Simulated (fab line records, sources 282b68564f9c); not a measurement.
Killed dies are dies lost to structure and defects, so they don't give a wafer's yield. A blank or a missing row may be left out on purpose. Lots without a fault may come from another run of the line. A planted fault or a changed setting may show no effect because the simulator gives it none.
fab line records | flow rit_cmos
record lots=13 wafers=39 last_day=7
route steps=202 shown GATE@95
lots that met no fault: from a run of the same line without faults
start_h: hours from the record's first day to the start of the lot's first wafer shown | wait_h: hours since the lot's step before | " the same as in the row above | L1.1+2: a row that stands for several wafers | - no value, or no start given | * or withheld: withheld | < > ~ a bound
route shown NAME@n: a module of which the file shows steps, and the number in the route of the first | usual: mean/standard deviation of fault-free wafers | same: alike in all rows | chamber/n: place in a boat | sites: the reading at each site | _std_site: their standard deviation | _edge_site: outer sites' mean less inner sites' | radius_mm: how far each site lies from the wafer's centre | mask NAME#n: copy n | behind: the tool/chamber that last shaped the wafer | hold: why the lot was held/for how many hours/how that ended | device: the transistor (n, p or np) that didn't switch | end of line: the same wafers' tests at the end of the route | a step without rows: its recipe alone | killed: dies lost to structure and defects at the first sort, not the wafer's yield | map: a wafer's dies, x killed, . not, _ none there
set.NAME: the setting as run; set.NAME@STEP: as run at that earlier step | model.NAME: the simulator's own value behind a step, which no gauge read
steps of the route over a sample of lots; a table a step, a row a wafer
services: from which hour (start_h, from the record's first day; less than 0 if before it) a tool's chamber was out of use, for how many hours, and why
## steps
# step RIT_GATE_ETCH_19
# recipe chemistry=SF6/CHF3/O2 time_s=165 SF6_flow_sccm=30 CHF3_flow_sccm=30 O2_flow_sccm=5 target=poly-Si pressure_mtorr=40 rf_w=160 target_depth_a=3125 over_etch_frac=0.25 stop_on=SiO2
# usual CHF3_flow_sccm=30.00/0.085 drypump_motor_current_A=5.7/0.48 oes_product_au=0.849/0.015 throttle_valve_pct=10.26/0.16
# columns lot.wafer tool chamber start_h wait_h CHF3_flow_sccm drypump_motor_current_A oes_product_au rf_hours_counter_h throttle_valve_pct
L428.4 rie_si-02 3 37.61 0.1 29.89 6.6 0.834 136 10.45
L428.5 " 0 " " 30.04 6.0 0.870 - 10.26
L428.6 " 3 " " 30.13 6.5 0.837 - 10.44
L429.2 rie_si-01 1 41.21 0.1 30.01 5.3 0.863 59 10.15
L429.3 " 0 " " 30.12 5.0 0.828 27 10.04
L429.5 " 0 " " 30.01 5.0 0.817 - 10.05
L430.1 rie_si-02 2 48.26 0.1 29.98 5.3 0.844 1 10.50
L430.3 " 0 " " 29.99 5.9 0.863 161 10.25
L430.5 " 2 " " 30.00 5.3 0.844 - 10.48
L432.2 rie_si-02 2 57.54 0.1 29.96 5.3 0.834 1 10.48
L432.5 " 2 " " 29.95 5.3 0.834 - 10.50
L432.6 " 1 " " 30.00 5.3 0.848 - 10.11
L434.1 rie_si-02 3 68.76 0.1 29.97 6.5 0.830 136 10.46
L434.2 " 2 " " 29.87 5.3 0.843 1 10.48
L434.5 " 1 " " 30.25 5.3 0.846 - 10.10
L435.1 rie_si-01 0 74.67 0.1 30.02 5.0 0.826 27 10.05
L435.3 " 3 " " 30.04 5.8 0.862 0 10.38
L435.5 " 2 " " 29.96 6.1 0.872 - 10.25
L437.2 rie_si-01 3 84.16 0.1 30.06 5.9 0.852 0 10.38
L437.5 " 3 " " 29.98 5.9 0.852 - 10.39
L437.6 " 0 " " 29.96 5.0 0.807 - 10.06
L438.4 rie_si-02 2 88.13 0.1 29.95 5.3 0.825 1 10.49
L438.5 " 0 " " 29.91 6.0 0.846 - 10.25
L438.6 " 1 " " 30.01 5.3 0.842 - 10.09
L440.3 rie_si-02 2 102.24 0.1 30.09 5.3 0.848 1 10.48
L440.4 " 0 " " 29.89 5.9 0.849 0 10.27
L440.5 " 0 " " 29.91 5.9 0.849 - 10.25
L444.1 rie_si-02 3 127.40 0.1 30.12 6.5 0.840 137 10.46
L444.2 " 1 " " 30.04 5.4 0.865 96 10.10
L444.6 " 1 " " 29.97 5.3 0.871 - 10.11
L445.2 rie_si-01 3 127.61 0.1 30.01 5.9 0.852 1 10.39
L445.5 " 0 " " 30.02 5.0 0.833 - 10.04
L445.6 " 3 " " 30.09 5.9 0.856 - 10.39
L446.1 rie_si-02 1 134.51 0.1 30.09 5.3 0.856 96 10.10
L446.4 " 2 " " 30.14 5.3 0.842 2 10.49
L446.5 " 0 " " 29.99 5.9 0.843 - 10.26
L449.1 rie_si-01 2 148.15 0.1 29.88 6.0 0.864 37 10.25
L449.3 " 0 " " 30.07 5.0 0.814 28 10.04
L449.4 " 1 " " 29.92 5.3 0.933 60 10.13
## services
# columns tool chamber start_h hours kind
rie_si-02 0 59.15 - clean
rie_si-02 0 59.15 15.0 scheduled_down
rie_si-02 0 59.15 15.0 vent_cycle
rie_si-01 1 74.11 64.8 repair
## key
first_sign step=RIT_GATE_ETCH_19 reading=oes_product_au direction=up sigmas=5.4 usual=0.849 struck=0.933
effect none on later readings
met_at RIT_GATE_ETCH_19
struck_lots L449
struck_wafers L449.4
tester_left_out L449
onset_between 41.21 148.15
fault kind=process_parameter_drift tool=rie_si-01 chamber=1 onset_h=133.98 steps=RIT_GATE_ETCH_19 channel=target_depth_a offset=-362 shape=step end_h=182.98 stated=3125
# tester_left_out: of these lots the tester's yield and bins aren't shown, on N5 and GAA mostly nor the transistor test; their killed dies are dies lost to structure and defects alone, not to doping, threshold or leakage, so they don't give the yield
